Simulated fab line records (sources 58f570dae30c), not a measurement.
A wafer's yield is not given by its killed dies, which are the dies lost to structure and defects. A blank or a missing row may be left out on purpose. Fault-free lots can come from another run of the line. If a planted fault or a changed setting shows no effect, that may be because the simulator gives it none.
fab line records + flow berkeleyCmos170
[record]
- lots = 14
- wafers = 42
- lastDay = 12
route steps=331 shown NLDD@159
lots that met no fault: from a run of the same line without faults
startH: start of the lot's first displayed wafer, in hours after the record's first day + waitH: hours since the lot's step before + " repeats the value in the row above + L1.1+2: a single row standing in for several wafers + - no value, or no start was given + * or withheld: withheld + < > ~ a bound
route shown NAME@n: names a module that has steps shown in the file, with the first one's number in the route + usual: mean/standard deviation taken from wafers without a fault + same: alike in all rows + chamber/n: place in a boat + sites: per-site readings + _std_site: the values' standard deviation + _edge_site: outer sites' mean less inner sites' + radiusMm: for every site, how far away it sits from the centre of the wafer + mask NAME#n: copy n + behind: the most recent tool/chamber to have shaped the wafer + hold: what put the lot on hold/how long, in hours/how the hold closed + device: which transistor (n, p or np) failed to switch + end of line: at the end of the route, the tests of the same wafers + a step given without rows: its recipe and nothing more + killed: at the first sort, the dies lost to defects and structure; wafer yield is something else + map: a wafer's dies, marking killed ones x, the rest . and places with no die _
set.NAME: the setting the step ran with; set.NAME@STEP: the setting that earlier step ran with + model.NAME: the simulator's own value behind a step, which no gauge read
one table for each step of the route and one row for each wafer, over a sample of lots
services: when a tool's chamber went out of use (startH, in hours from the record's first day, below 0 if earlier), for how many hours, and the reason
[[steps]]
[step UCB170_NLDD_COAT_01]
[recipe]
- resist = KrF
- spinRpm = 1500
- resistThkNm = 900
| lot.wafer  | tool          | chamber | startH | waitH |
|------------|---------------|---------|--------|-------|
| L171.2+4+5 | lithoTrack-01 | 0       | 138.49 | 0.1   |
| L172.1+2+6 | lithoTrack-02 | 0       | 161.48 | 0.1   |
| L173.1+3+4 | lithoTrack-04 | 0       | 166.56 | 0.1   |
| L176.1+3+5 | lithoTrack-04 | 0       | 167.01 | 0.1   |
| L174.1+2+3 | lithoTrack-01 | 0       | 167.89 | 0.1   |
| L175.1+4+5 | lithoTrack-02 | 0       | 167.89 | 0.1   |
| L177.1+4+6 | lithoTrack-02 | 0       | 189.21 | 0.1   |
| L181.3+4+6 | lithoTrack-04 | 0       | 196.57 | 0.1   |
| L180.1+5+6 | lithoTrack-01 | 0       | 197.24 | 0.1   |
| L186.2+5+6 | lithoTrack-04 | 0       | 223.06 | 0.1   |
| L184.1+2+6 | lithoTrack-01 | 0       | 224.50 | 0.1   |
| L189.1+4+5 | lithoTrack-02 | 0       | 240.17 | 0.1   |
| L193.1+2+3 | lithoTrack-04 | 0       | 251.08 | 0.1   |
| L192.3+4+6 | lithoTrack-02 | 0       | 251.42 | 0.1   |
[step UCB170_NLDD_STRIP_10]
[recipe]
- chemistry = O2
- powerW = 400
- pressureMtorr = 3500
- platenTempC = withheld
- o2FlowSccm = 400
- overashFraction = 0.5
[usual]
- drypumpMotorCurrentA = 5.7/0.61
- o2FlowSccm = 400.0/1.2
- oesProductAu = 0.735/0.005
- stripTimeToEndpointS = 21.63/0.074
| lot.wafer | tool           | chamber | startH | waitH | drypumpMotorCurrentA | o2FlowSccm | oesProductAu | rfHoursCounterH | stripTimeToEndpointS |
|-----------|----------------|---------|--------|-------|----------------------|------------|--------------|-----------------|----------------------|
| L171.2    | plasmaAsher-04 | 1       | 140.05 | 0.1   | 4.8                  | 400.7      | 0.737        | 29              | 21.60                |
| L171.4    | "              | 1       | "      | "     | 4.8                  | 400.4      | 0.749        | -               | 21.58                |
| L171.5    | "              | 1       | "      | "     | 4.8                  | 398.8      | 0.732        | -               | 21.61                |
| L172.1    | plasmaAsher-01 | 0       | 162.75 | 0.1   | 6.1                  | 398.8      | 0.731        | 46              | 21.72                |
| L172.2    | "              | 1       | "      | "     | 6.2                  | 400.3      | 0.736        | 46              | 21.74                |
| L172.6    | "              | 0       | "      | "     | 6.1                  | 399.4      | 0.733        | -               | 21.71                |
| L173.1    | plasmaAsher-01 | 0       | 168.49 | 0.1   | 6.0                  | 400.6      | 0.730        | 47              | 21.63                |
| L173.3    | "              | 1       | "      | "     | 6.2                  | 399.6      | 0.740        | -               | 21.55                |
| L173.4    | "              | 0       | "      | "     | 6.0                  | 401.3      | 0.743        | -               | 21.55                |
| L176.1    | plasmaAsher-04 | 0       | 168.92 | 0.1   | 6.3                  | 400.7      | 0.727        | 32              | 21.49                |
| L176.3    | "              | 0       | "      | "     | 6.4                  | 400.4      | 0.749        | -               | 21.58                |
| L176.5    | "              | 1       | "      | "     | 4.8                  | 399.0      | 0.736        | -               | 21.60                |
| L174.1    | plasmaAsher-04 | 0       | 169.47 | 0.1   | 6.3                  | 400.5      | 0.738        | 32              | 21.70                |
| L174.2    | "              | 1       | "      | "     | 4.8                  | 399.9      | 0.743        | 32              | 21.65                |
| L174.3    | "              | 1       | "      | "     | 4.8                  | 399.2      | 0.727        | -               | 21.64                |
| L175.1    | plasmaAsher-03 | 0       | 170.02 | 0.1   | 5.8                  | 400.2      | 0.734        | 47              | 21.78                |
| L175.4    | "              | 0       | "      | "     | 5.8                  | 399.9      | 0.742        | -               | 21.74                |
| L175.5    | "              | 1       | "      | "     | 5.2                  | 399.2      | 0.739        | -               | 21.76                |
| L177.1    | plasmaAsher-04 | 0       | 190.48 | 0.1   | 6.4                  | 401.5      | 0.737        | 34              | 21.71                |
| L177.4    | "              | 1       | "      | "     | 4.8                  | 401.8      | 0.735        | -               | 21.62                |
| L177.6    | "              | 1       | "      | "     | 4.8                  | 402.4      | 0.737        | -               | 21.64                |
| L181.3    | plasmaAsher-03 | 1       | 198.07 | 0.1   | 5.2                  | 402.1      | 0.728        | -               | 21.59                |
| L181.4    | "              | 0       | "      | "     | 5.8                  | 400.6      | 0.735        | -               | 21.60                |
| L181.6    | "              | 1       | "      | "     | 5.3                  | 400.4      | 0.722        | -               | 21.59                |
| L180.1    | plasmaAsher-01 | 1       | 198.99 | 0.1   | 6.3                  | 399.1      | 0.733        | 50              | 21.29                |
| L180.5    | "              | 0       | "      | "     | 6.0                  | 399.0      | 0.731        | -               | 21.19                |
| L180.6    | "              | 1       | "      | "     | 6.3                  | 400.7      | 0.732        | -               | 21.22                |
| L186.2    | plasmaAsher-01 | 1       | 224.96 | 0.1   | 6.2                  | 399.0      | 0.728        | 53              | 21.57                |
| L186.5    | "              | 0       | "      | "     | 6.0                  | 400.3      | 0.732        | -               | 21.58                |
| L186.6    | "              | 1       | "      | "     | 6.2                  | 400.4      | 0.733        | -               | 21.60                |
| L184.1    | plasmaAsher-04 | 1       | 226.08 | 0.1   | 4.8                  | 400.1      | 0.736        | 38              | 21.43                |
| L184.2    | "              | 0       | "      | "     | 6.3                  | 401.8      | 0.727        | 38              | 21.39                |
| L184.6    | "              | 1       | "      | "     | 4.8                  | 401.7      | 0.734        | -               | 21.32                |
| L189.1    | plasmaAsher-03 | 1       | 241.65 | 0.1   | 5.3                  | 401.8      | 0.732        | 55              | 21.66                |
| L189.4    | "              | 0       | "      | "     | 5.8                  | 399.5      | 0.736        | -               | 21.60                |
| L189.5    | "              | 1       | "      | "     | 5.3                  | 400.4      | 0.737        | -               | 21.68                |
| L193.1    | plasmaAsher-04 | 0       | 252.56 | 0.1   | 6.4                  | 399.7      | 0.732        | 41              | 21.67                |
| L193.2    | "              | 1       | "      | "     | 4.8                  | 400.4      | 0.741        | 41              | 21.67                |
| L193.3    | "              | 0       | "      | "     | 6.3                  | 400.4      | 0.742        | -               | 21.65                |
| L192.3    | plasmaAsher-01 | 0       | 253.09 | 0.1   | 6.1                  | 398.9      | 0.741        | -               | 21.73                |
| L192.4    | "              | 1       | "      | "     | 6.2                  | 400.3      | 0.738        | -               | 21.64                |
| L192.6    | "              | 0       | "      | "     | 6.1                  | 399.5      | 0.735        | -               | 21.72                |
[[services]]
| tool           | chamber | startH | hours | kind   |
|----------------|---------|--------|-------|--------|
| plasmaAsher-03 | -       | 127.12 | 1.0   | repair |
| plasmaAsher-01 | -       | 239.62 | 2.4   | repair |
[[key]]
[firstSign]
- step = UCB170_NLDD_STRIP_10
- reading = stripTimeToEndpointS
- direction = down
- sigmas = 4.3
- usual = *
- struck = *
effect none on later readings
metAt UCB170_NLDD_COAT_01
struckLots L180,L184
testerLeftOut L180,L184
onsetBetween 167.89 197.24
[fault]
- kind = processParameterDrift
- tool = lithoTrack-01
- chamber = -
- onsetH = 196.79
- steps = UCB170_NLDD_COAT_01
- channel = resistThkNm
- offset = *
- shape = step
- endH = 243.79
- actsIn = *
- stated = *
// testerLeftOut: of these lots the tester's yield and bins aren't shown, on N5 and GAA mostly nor the transistor test; their killed dies are dies lost to structure and defects alone, not to doping, threshold or leakage, so they don't give the yield
